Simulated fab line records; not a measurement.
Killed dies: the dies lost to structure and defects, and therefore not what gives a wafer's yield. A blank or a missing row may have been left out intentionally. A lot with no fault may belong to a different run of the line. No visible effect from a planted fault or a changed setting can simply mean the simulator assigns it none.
Split-lot study / flow rit_cmos / route with 202 steps; 5 lots, 27 wafers read

THE SPLIT
At RIT_ACTIVE_CVD_03 (deposits Si3N4 from SiH2Cl2/NH3, target thk 150 nm, time 1500 s), the setting time_s was moved away from the recipe's 1500 s on 18 of the 27 wafers read, by -41.5% to +43.4%. This setting was run at the recipe's value on the other wafers.

FROM THE SPLIT TO THE READING: what the file shows between them, 4 steps
- RIT_ACTIVE_THK_MEAS_04
- RIT_ACTIVE_HMDS_05: prime time 60 s
- RIT_ACTIVE_COAT_06: resist thk 1000 nm
- RIT_ACTIVE_HARDBAKE_12: time 60 s

THE READING
oes_product_au, in a.u., at RIT_ACTIVE_ETCH_13 (etches Si3N4 in SF6, stops on SiO2, time 210 s, target depth 210 nm). Fault-free wafers of this fab line usually give 0.821 a.u., standard deviation 0.013 a.u.

wafer=L074.1; tool, chamber at the split=-, -; time_s as run, s=2086; against the recipe=+39.1%; oes_product_au, a.u.=0.972; against lot-mates on the recipe=no lot-mate on the recipe
wafer=L074.2; tool, chamber at the split=-, -; time_s as run, s=2086; against the recipe=+39.1%; oes_product_au, a.u.=0.988; against lot-mates on the recipe=no lot-mate on the recipe
wafer=L074.3; tool, chamber at the split=-, -; time_s as run, s=2086; against the recipe=+39.1%; oes_product_au, a.u.=1.015; against lot-mates on the recipe=no lot-mate on the recipe
wafer=L074.4; tool, chamber at the split=-, -; time_s as run, s=2086; against the recipe=+39.1%; oes_product_au, a.u.=0.974; against lot-mates on the recipe=no lot-mate on the recipe
wafer=L074.5; tool, chamber at the split=-, -; time_s as run, s=2086; against the recipe=+39.1%; oes_product_au, a.u.=1.009; against lot-mates on the recipe=no lot-mate on the recipe
wafer=L074.6; tool, chamber at the split=-, -; time_s as run, s=2086; against the recipe=+39.1%; oes_product_au, a.u.=0.999; against lot-mates on the recipe=no lot-mate on the recipe
wafer=L078.1; tool, chamber at the split=-, -; time_s as run, s=2151; against the recipe=+43.4%; oes_product_au, a.u.=1.025; against lot-mates on the recipe=no lot-mate on the recipe
wafer=L078.2; tool, chamber at the split=-, -; time_s as run, s=2151; against the recipe=+43.4%; oes_product_au, a.u.=0.986; against lot-mates on the recipe=no lot-mate on the recipe
wafer=L078.3; tool, chamber at the split=-, -; time_s as run, s=2151; against the recipe=+43.4%; oes_product_au, a.u.=1.003; against lot-mates on the recipe=no lot-mate on the recipe
wafer=L078.4; tool, chamber at the split=-, -; time_s as run, s=2151; against the recipe=+43.4%; oes_product_au, a.u.=1.012; against lot-mates on the recipe=no lot-mate on the recipe
wafer=L078.5; tool, chamber at the split=-, -; time_s as run, s=2151; against the recipe=+43.4%; oes_product_au, a.u.=1.027; against lot-mates on the recipe=no lot-mate on the recipe
wafer=L078.6; tool, chamber at the split=-, -; time_s as run, s=2151; against the recipe=+43.4%; oes_product_au, a.u.=0.991; against lot-mates on the recipe=no lot-mate on the recipe
wafer=L079.1; tool, chamber at the split=-, -; time_s as run, s=877.7; against the recipe=-41.5%; oes_product_au, a.u.=0.617; against lot-mates on the recipe=no lot-mate on the recipe
wafer=L079.2; tool, chamber at the split=-, -; time_s as run, s=877.7; against the recipe=-41.5%; oes_product_au, a.u.=0.624; against lot-mates on the recipe=no lot-mate on the recipe
wafer=L079.3; tool, chamber at the split=-, -; time_s as run, s=877.7; against the recipe=-41.5%; oes_product_au, a.u.=0.626; against lot-mates on the recipe=no lot-mate on the recipe
wafer=L079.4; tool, chamber at the split=-, -; time_s as run, s=877.7; against the recipe=-41.5%; oes_product_au, a.u.=0.618; against lot-mates on the recipe=no lot-mate on the recipe
wafer=L079.5; tool, chamber at the split=-, -; time_s as run, s=877.7; against the recipe=-41.5%; oes_product_au, a.u.=0.624; against lot-mates on the recipe=no lot-mate on the recipe
wafer=L079.6; tool, chamber at the split=-, -; time_s as run, s=877.7; against the recipe=-41.5%; oes_product_au, a.u.=0.629; against lot-mates on the recipe=no lot-mate on the recipe
wafer=L081.1; tool, chamber at the split=lpcvd-01, 1; time_s as run, s=1500; against the recipe=recipe; oes_product_au, a.u.=0.816; against lot-mates on the recipe=-
wafer=L081.2; tool, chamber at the split=lpcvd-01, 1; time_s as run, s=1500; against the recipe=recipe; oes_product_au, a.u.=0.846; against lot-mates on the recipe=-
wafer=L081.4; tool, chamber at the split=lpcvd-01, 1; time_s as run, s=1500; against the recipe=recipe; oes_product_au, a.u.=0.833; against lot-mates on the recipe=-
wafer=L083.1; tool, chamber at the split=-, -; time_s as run, s=1500; against the recipe=recipe; oes_product_au, a.u.=0.813; against lot-mates on the recipe=-
wafer=L083.2; tool, chamber at the split=-, -; time_s as run, s=1500; against the recipe=recipe; oes_product_au, a.u.=0.832; against lot-mates on the recipe=-
wafer=L083.3; tool, chamber at the split=-, -; time_s as run, s=1500; against the recipe=recipe; oes_product_au, a.u.=0.826; against lot-mates on the recipe=-
wafer=L083.4; tool, chamber at the split=-, -; time_s as run, s=1500; against the recipe=recipe; oes_product_au, a.u.=0.829; against lot-mates on the recipe=-
wafer=L083.5; tool, chamber at the split=-, -; time_s as run, s=1500; against the recipe=recipe; oes_product_au, a.u.=0.828; against lot-mates on the recipe=-
wafer=L083.6; tool, chamber at the split=-, -; time_s as run, s=1500; against the recipe=recipe; oes_product_au, a.u.=0.833; against lot-mates on the recipe=-

THE FIT
A straight line over all 27 wafers: oes_product_au changes by +0.00451 a.u. for each +1% of time_s; r = +1.00; the points scatter about the line by 0.015 a.u.
Too few moved wafers with a lot-mate on the recipe to fit a line net of each lot's own level.

THE WHOLE CHAIN: every reading that the file lists as answering this split, in the file's order
step=RIT_ACTIVE_CVD_03; what it does=deposits Si3N4 from SiH2Cl2/NH3, target thk 150 nm, time 1500 s; reading=Si3N4_of_ACTIVE_CVD_03.thk_nm (the simulator's own value, which no gauge read); change (the file's fit)=+1.54 nm for each +1% of the setting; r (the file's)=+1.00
step=RIT_ACTIVE_THK_MEAS_04; what it does=; reading=ACTIVE_NITRIDE_THK; change (the file's fit)=+1.54 for each +1% of the setting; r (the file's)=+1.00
step=RIT_ACTIVE_ETCH_13; what it does=etches Si3N4 in SF6, stops on SiO2, time 210 s, target depth 210 nm; reading=oes_product_au; change (the file's fit)=+0.00451 a.u. for each +1% of the setting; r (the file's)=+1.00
step=RIT_ACTIVE_ETCH_13; what it does=etches Si3N4 in SF6, stops on SiO2, time 210 s, target depth 210 nm; reading=etch.depth_nm (the simulator's own value, which no gauge read); change (the file's fit)=+1.5 nm for each +1% of the setting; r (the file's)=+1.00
step=RIT_ACTIVE_ETCH_13; what it does=etches Si3N4 in SF6, stops on SiO2, time 210 s, target depth 210 nm; reading=ACTIVE.feature_depth_nm (the simulator's own value, which no gauge read); change (the file's fit)=+1.51 nm for each +1% of the setting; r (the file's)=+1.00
step=RIT_M1_PROBE_99; what it does=; reading=etest.nmos_narrow.drive_ua_um (the simulator's own value, which no gauge read); change (the file's fit)=+0.552 for each +1% of the setting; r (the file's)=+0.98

THE FILE'S OWN FIT
oes_product_au changes by +0.00451 a.u. for each +1% of time_s, r = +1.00.
